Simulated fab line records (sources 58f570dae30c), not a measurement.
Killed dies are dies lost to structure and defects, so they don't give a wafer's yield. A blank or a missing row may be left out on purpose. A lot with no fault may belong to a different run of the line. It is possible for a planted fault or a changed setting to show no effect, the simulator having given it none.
What tool caused it? | flow berkeley_cmos170 | 24 lots with 72 wafers sampled at 6 steps, on a route of 331 steps

== WHAT THE GAUGES READ, wafer by wafer ==
UCB170_START_BOW_MEAS_00.
lot  | measured    | on            | INCOMING_BOW (um)
L074 | day 1 10:00 | film_metro-01 | 5 7 5
L075 | day 1 15:00 | film_metro-03 | 0 6 5
L076 | day 1 20:02 | film_metro-02 | -5 1 -1
L077 | day 2 01:03 | film_metro-02 | -8 8 10
L078 | day 2 06:00 | film_metro-01 | -4 19 -4
L079 | day 2 11:00 | film_metro-02 | 9 -4 -8
L080 | day 2 16:00 | film_metro-01 | 5 -4 10
L081 | day 2 21:01 | film_metro-02 | 1 3 -2
L082 | day 3 02:02 | film_metro-03 | -2 6 -6
L083 | day 3 07:00 | film_metro-02 | -2 -6 -10
L084 | day 3 12:01 | film_metro-03 | -12 1 9
L085 | day 3 17:00 | film_metro-03 | 1 -10 5
L086 | day 3 22:02 | film_metro-02 | -4 7 -7
L087 | day 4 03:00 | film_metro-03 | -9 -5 -4
L088 | day 4 08:00 | film_metro-02 | 1 4 9
L089 | day 4 13:00 | film_metro-01 | 2 -10 -1
L090 | day 4 18:01 | film_metro-02 | -12 -2 5
L091 | day 4 23:00 | film_metro-03 | 3 7 -8
L092 | day 5 04:00 | film_metro-03 | 4 9 0
L093 | day 5 09:00 | film_metro-02 | -2 -7 2
L094 | day 5 14:02 | film_metro-01 | 3 3 -1
L095 | day 5 19:02 | film_metro-02 | 11 1 -3
L096 | day 6 00:04 | film_metro-01 | -11 3 3
L097 | day 6 05:01 | film_metro-02 | 1 10 3

UCB170_NVT_OVL_MEAS_06.
lot  | measured     | on         | NVT_OVL (nm)
L074 | day 5 08:25  | overlay-01 | -13 -8 -7
L075 | day 5 20:58  | overlay-01 | -8 1 6
L076 | day 5 20:40  | overlay-02 | 0 5 6
L077 | day 5 21:31  | overlay-02 | 1 -2 8
L078 | day 6 07:14  | overlay-01 | -14 -4 -10
L079 | day 6 13:10  | overlay-02 | -6 -3 -4
L080 | day 6 20:55  | overlay-02 | -2 -2 -3
L081 | day 7 08:33  | overlay-01 | -1 -3 -1
L082 | day 7 08:50  | overlay-01 | -5 -4 -7
L083 | day 7 16:58  | overlay-02 | -3 0 7
L084 | day 7 17:26  | overlay-01 | 3 1 0
L085 | day 7 16:54  | overlay-02 | -8 -5 -8
L086 | day 7 17:10  | overlay-01 | -2 -5 -10
L087 | day 8 03:07  | overlay-02 | -1 5 16
L088 | day 8 20:32  | overlay-02 | -1 -5 -2
L089 | day 8 20:34  | overlay-01 | 3 13 8
L090 | day 8 20:04  | overlay-01 | 0 2 1
L091 | day 9 02:23  | overlay-01 | 1 0 1
L092 | day 9 07:39  | overlay-01 | 3 -4 -5
L093 | day 9 20:16  | overlay-01 | 0 -4 -2
L094 | day 10 06:46 | overlay-01 | 9 8 10
L095 | day 10 07:01 | overlay-02 | 3 -5 0
L096 | day 10 16:36 | overlay-01 | -1 -6 -6
L097 | day 10 16:52 | overlay-02 | 8 -1 0

UCB170_V1_BOW_MEAS_03.
lot  | measured     | on            | V1_BOW (um)
L074 | day 7 03:44  | film_metro-01 | 24 25 23
L075 | day 7 14:52  | film_metro-04 | 23 28 27
L076 | day 7 14:37  | film_metro-04 | 13 17 16
L077 | day 7 14:16  | film_metro-04 | 12 27 30
L078 | day 8 05:55  | film_metro-04 | 15 37 14
L079 | day 8 05:59  | film_metro-01 | 29 15 11
L080 | day 8 16:56  | film_metro-02 | 24 17 29
L081 | day 9 02:23  | film_metro-01 | 19 21 13
L082 | day 9 02:25  | film_metro-04 | 16 22 12
L083 | day 9 12:13  | film_metro-01 | 17 13 10
L084 | day 9 12:14  | film_metro-04 | 7 21 29
L085 | day 9 12:31  | film_metro-04 | 24 12 25
L086 | day 9 12:34  | film_metro-02 | 17 27 13
L087 | day 10 01:32 | film_metro-04 | 8 12 13
L088 | day 10 17:25 | film_metro-04 | 16 19 25
L089 | day 10 17:07 | film_metro-02 | 20 8 18
L090 | day 10 16:50 | film_metro-01 | 5 16 23
L091 | day 10 19:07 | film_metro-01 | 21 25 10
L092 | day 11 08:25 | film_metro-02 | 23 29 20
L093 | day 11 18:04 | film_metro-01 | 14 9 18
L094 | day 12 02:28 | film_metro-04 | 23 24 19
L095 | day 12 02:28 | film_metro-02 | 26 19 13
L096 | day 12 13:28 | film_metro-02 | 8 22 24
L097 | day 12 13:43 | film_metro-04 | 17 27 18

== WHAT TOOL EACH LOT RAN ON (gives the tool, then ch and the chambers of the sampled wafers, and finally the start) ==
lot  | UCB170_ZERO_STRIP_07                | UCB170_PWELL_ETCH_14              | UCB170_M1_ETCH_11
L074 | plasma_asher-04 ch 1, day 1 21:26   | rie_diel-01 ch 2,3, day 3 00:09   | rie_diel-02 ch 1,3, day 7 00:12
L075 | plasma_asher-03 ch 0,1, day 2 02:26 | rie_diel-04 ch 1,2,3, day 3 11:16 | rie_diel-04 ch 0,2,3, day 7 10:07
L076 | plasma_asher-03 ch 0,1, day 2 03:44 | rie_diel-02 ch 0,1,3, day 3 11:33 | rie_diel-03 ch 1,2,3, day 7 08:50
L077 | plasma_asher-04 ch 0, day 2 09:33   | rie_diel-01 ch 0,1,2, day 3 17:01 | rie_diel-04 ch 0,1,3, day 7 08:33
L078 | plasma_asher-03 ch 0, day 2 17:12   | rie_diel-04 ch 1,3, day 3 23:44   | rie_diel-02 ch 0,1,2, day 8 01:09
L079 | plasma_asher-01 ch 1, day 2 17:07   | rie_diel-01 ch 0,2,3, day 4 00:16 | rie_diel-04 ch 0,1, day 8 02:07
L080 | plasma_asher-03 ch 0,1, day 3 03:20 | rie_diel-04 ch 0,2,3, day 4 13:09 | rie_diel-02 ch 0,1,3, day 8 11:46
L081 | plasma_asher-04 ch 0, day 3 11:49   | rie_diel-02 ch 0,1,2, day 4 20:11 | rie_diel-04 ch 0,2,3, day 8 19:23
L082 | plasma_asher-03 ch 0,1, day 3 11:40 | rie_diel-01 ch 0,1,2, day 4 20:08 | rie_diel-03 ch 0,1,3, day 8 20:29
L083 | plasma_asher-01 ch 0,1, day 3 19:22 | rie_diel-01 ch 0,1,3, day 5 02:55 | rie_diel-03 ch 0,1,2, day 9 05:38
L084 | plasma_asher-01 ch 0,1, day 3 23:36 | rie_diel-04 ch 0,3, day 5 03:02   | rie_diel-04 ch 0,2,3, day 9 07:36
L085 | plasma_asher-01 ch 0,1, day 4 03:11 | rie_diel-01 ch 0,2, day 5 07:56   | rie_diel-03 ch 0,2,3, day 9 08:09
L086 | plasma_asher-04 ch 0,1, day 4 06:58 | rie_diel-02 ch 0,2,3, day 5 07:57 | rie_diel-04 ch 0,2, day 9 07:57
L087 | plasma_asher-04 ch 1, day 4 14:31   | rie_diel-01 ch 0,3, day 5 13:54   | rie_diel-02 ch 0,1, day 9 17:38
L088 | plasma_asher-01 ch 1, day 4 18:38   | rie_diel-04 ch 0,2,3, day 6 02:38 | rie_diel-04 ch 1,3, day 10 14:06
L089 | plasma_asher-01 ch 0,1, day 4 21:06 | rie_diel-02 ch 1,2,3, day 6 02:24 | rie_diel-04 ch 1,2,3, day 10 12:26
L090 | plasma_asher-01 ch 0,1, day 5 01:04 | rie_diel-01 ch 1,2, day 6 02:00   | rie_diel-03 ch 0,1,3, day 10 11:27
L091 | plasma_asher-04 ch 0,1, day 5 06:42 | rie_diel-01 ch 0,2,3, day 6 11:04 | rie_diel-02 ch 1,2, day 10 14:38
L092 | plasma_asher-04 ch 0,1, day 5 10:59 | rie_diel-01 ch 1,2,3, day 6 22:20 | rie_diel-04 ch 0,1,2, day 11 01:07
L093 | plasma_asher-04 ch 0,1, day 5 15:26 | rie_diel-02 ch 1,3, day 7 01:59   | rie_diel-03 ch 1,3, day 11 09:53
L094 | plasma_asher-01 ch 0,1, day 6 01:02 | rie_diel-01 ch 1,2, day 7 09:05   | rie_diel-03 ch 0,1,2, day 11 20:43
L095 | plasma_asher-01 ch 0,1, day 6 06:02 | rie_diel-04 ch 0,2,3, day 7 09:22 | rie_diel-03 ch 0,1,2, day 11 19:53
L096 | plasma_asher-01 ch 0,1, day 6 10:43 | rie_diel-01 ch 0,1, day 7 18:56   | rie_diel-04 ch 1,2, day 12 05:15
L097 | plasma_asher-01 ch 0,1, day 6 13:42 | rie_diel-01 ch 1,2,3, day 8 01:35 | rie_diel-04 ch 0,1,2, day 12 05:55
- UCB170_ZERO_STRIP_07: strips in O2.
- UCB170_PWELL_ETCH_14: etches Si3N4 in CH3F/Ar/O2, stops on SiO2, target depth 242 nm, time 151 s.
- UCB170_M1_ETCH_11: etches BARC in N2/H2.

== AS READ BY THE TOOLS THEMSELVES (means over the sampled wafers that have a number; for cases with no such wafer, the mark the record gives instead) ==
UCB170_ZERO_STRIP_07.
lot  | tool            | drypump_motor_current_A (A) | oes_product_au (a.u.) | strip_time_to_endpoint_s (s)
L074 | plasma_asher-04 | 5.9                         | 0.727                 | 21.40
L075 | plasma_asher-03 | 6.2                         | 0.726                 | 21.56
L076 | plasma_asher-03 | 6.1                         | 0.727                 | 21.57
L077 | plasma_asher-04 | 5.6                         | 0.728                 | 21.50
L078 | plasma_asher-03 | 6.3                         | 0.731                 | 21.55
L079 | plasma_asher-01 | 5.6                         | 0.726                 | 21.43
L080 | plasma_asher-03 | 6.0                         | 0.728                 | 21.51
L081 | plasma_asher-04 | 5.5                         | 0.728                 | 21.50
L082 | plasma_asher-03 | 6.1                         | 0.726                 | 21.48
L083 | plasma_asher-01 | 5.4                         | 0.729                 | 21.48
L084 | plasma_asher-01 | 5.2                         | 0.730                 | 21.58
L085 | plasma_asher-01 | 5.2                         | 0.727                 | 21.42
L086 | plasma_asher-04 | 5.8                         | 0.726                 | 21.39
L087 | plasma_asher-04 | 5.9                         | 0.726                 | 21.45
L088 | plasma_asher-01 | 5.7                         | 0.728                 | 21.49
L089 | plasma_asher-01 | 5.2                         | 0.729                 | 21.49
L090 | plasma_asher-01 | 5.4                         | 0.728                 | 21.52
L091 | plasma_asher-04 | 5.6                         | 0.726                 | 21.53
L092 | plasma_asher-04 | 5.8                         | 0.728                 | 21.50
L093 | plasma_asher-04 | 5.8                         | 0.728                 | 21.55
L094 | plasma_asher-01 | 5.4                         | 0.732                 | 21.39
L095 | plasma_asher-01 | 5.5                         | 0.723                 | 21.58
L096 | plasma_asher-01 | 5.5                         | 0.730                 | 21.48
L097 | plasma_asher-01 | 5.5                         | 0.727                 | 21.52

UCB170_PWELL_ETCH_14.
lot  | tool        | O2_flow_sccm (sccm) | drypump_motor_current_A (A) | oes_product_au (a.u.) | throttle_valve_pct (%)
L074 | rie_diel-01 | 6.984               | 5.66                        | 0.932                 | 8.07
L075 | rie_diel-04 | 6.998               | 5.22                        | 0.937                 | 8.13
L076 | rie_diel-02 | 6.978               | 5.23                        | 0.955                 | 8.13
L077 | rie_diel-01 | 6.986               | 5.48                        | 0.935                 | 8.09
L078 | rie_diel-04 | 7.015               | 5.01                        | 0.933                 | 8.24
L079 | rie_diel-01 | 6.992               | 5.58                        | 0.937                 | 8.11
L080 | rie_diel-04 | 6.992               | 5.43                        | 0.933                 | 8.01
L081 | rie_diel-02 | 6.978               | 5.23                        | 0.933                 | 8.10
L082 | rie_diel-01 | 6.993               | 5.49                        | 0.926                 | 8.10
L083 | rie_diel-01 | 6.990               | 5.63                        | 0.921                 | 8.15
L084 | rie_diel-04 | 7.002               | 5.41                        | 0.934                 | 7.97
L085 | rie_diel-01 | 6.988               | 5.51                        | 0.936                 | 8.14
L086 | rie_diel-02 | 6.978               | 5.50                        | 0.939                 | 8.13
L087 | rie_diel-01 | 7.008               | 5.71                        | 0.942                 | 8.15
L088 | rie_diel-04 | 6.994               | 5.44                        | 0.934                 | 8.02
L089 | rie_diel-02 | 6.989               | 5.51                        | 0.954                 | 8.10
L090 | rie_diel-01 | 7.004               | 5.48                        | 0.920                 | 8.05
L091 | rie_diel-01 | 7.001               | 5.59                        | 0.940                 | 8.11
L092 | rie_diel-01 | 6.986               | 5.57                        | 0.925                 | 8.06
L093 | rie_diel-02 | 7.007               | 5.51                        | 0.966                 | 8.11
L094 | rie_diel-01 | 7.028               | 5.44                        | 0.921                 | 8.01
L095 | rie_diel-04 | 7.019               | 5.45                        | 0.930                 | 8.01
L096 | rie_diel-01 | 7.012               | 5.54                        | 0.930                 | 8.18
L097 | rie_diel-01 | 6.981               | 5.58                        | 0.924                 | 8.07

UCB170_M1_ETCH_11.
lot  | tool        | drypump_motor_current_A (A) | h2_flow_sccm (sccm) | oes_product_au (a.u.) | throttle_valve_pct (%)
L074 | rie_diel-02 | 5.3                         | 200.8               | 1.035                 | 13.30
L075 | rie_diel-04 | 5.4                         | 200.1               | 0.980                 | 13.20
L076 | rie_diel-03 | 5.8                         | 200.0               | 1.027                 | 13.38
L077 | rie_diel-04 | 5.2                         | 200.2               | 0.963                 | 13.28
L078 | rie_diel-02 | 5.2                         | 200.2               | 1.011                 | 13.32
L079 | rie_diel-04 | 5.2                         | 199.5               | 0.975                 | 13.29
L080 | rie_diel-02 | 5.2                         | 200.2               | 1.028                 | 13.36
L081 | rie_diel-04 | 5.4                         | 200.1               | 0.979                 | 13.19
L082 | rie_diel-03 | 5.8                         | 199.6               | 1.027                 | 13.23
L083 | rie_diel-03 | 5.9                         | 200.6               | 1.019                 | 13.20
L084 | rie_diel-04 | 5.4                         | 199.6               | 0.987                 | 13.19
L085 | rie_diel-03 | 5.6                         | 199.9               | 1.016                 | 13.22
L086 | rie_diel-04 | 5.6                         | 199.7               | 0.995                 | 13.11
L087 | rie_diel-02 | 4.9                         | 199.8               | 1.022                 | 13.29
L088 | rie_diel-04 | 5.0                         | 200.1               | 0.972                 | 13.39
L089 | rie_diel-04 | 5.2                         | 200.0               | 0.976                 | 13.30
L090 | rie_diel-03 | 5.8                         | 199.9               | 1.020                 | 13.23
L091 | rie_diel-02 | 5.3                         | 201.1               | 1.013                 | 13.27
L092 | rie_diel-04 | 5.4                         | 199.6               | 0.994                 | 13.20
L093 | rie_diel-03 | 5.8                         | 199.4               | 1.023                 | 13.42
L094 | rie_diel-03 | 5.9                         | 200.4               | 1.025                 | 13.19
L095 | rie_diel-03 | 5.9                         | 199.6               | 1.028                 | 13.20
L096 | rie_diel-04 | 5.1                         | 200.8               | 0.977                 | 13.29
L097 | rie_diel-04 | 5.4                         | 199.8               | 0.985                 | 13.20

== THE ANSWER, worked out from the rows above alone ==
Rule: the usual values come from the lots themselves. The widest of any qualifying gaps counts: lots, ordered by their means at a reading, are off when they make up no more than a third of the lots, leave a main group of 4 or more, and stand apart from it by 3 or more times the standard deviation of that group's means. If all means in a main group match to the digits the tables above print for the reading, that group is not used. Also off: a lot with no number at a reading for which 4 or more lots have one. Any other lot the step has rows for is counted as sound. First the gauges in route order, then the tools' own readings, where a lot's mean is used as printed above. At the first step where some lot is off, the reading lying furthest off is the one used; lots without a number count as furthest.
No lot is off at any reading shown: from this, nothing can be told.

== WHAT HAD BEEN PUT IN BY THE SIMULATOR ==
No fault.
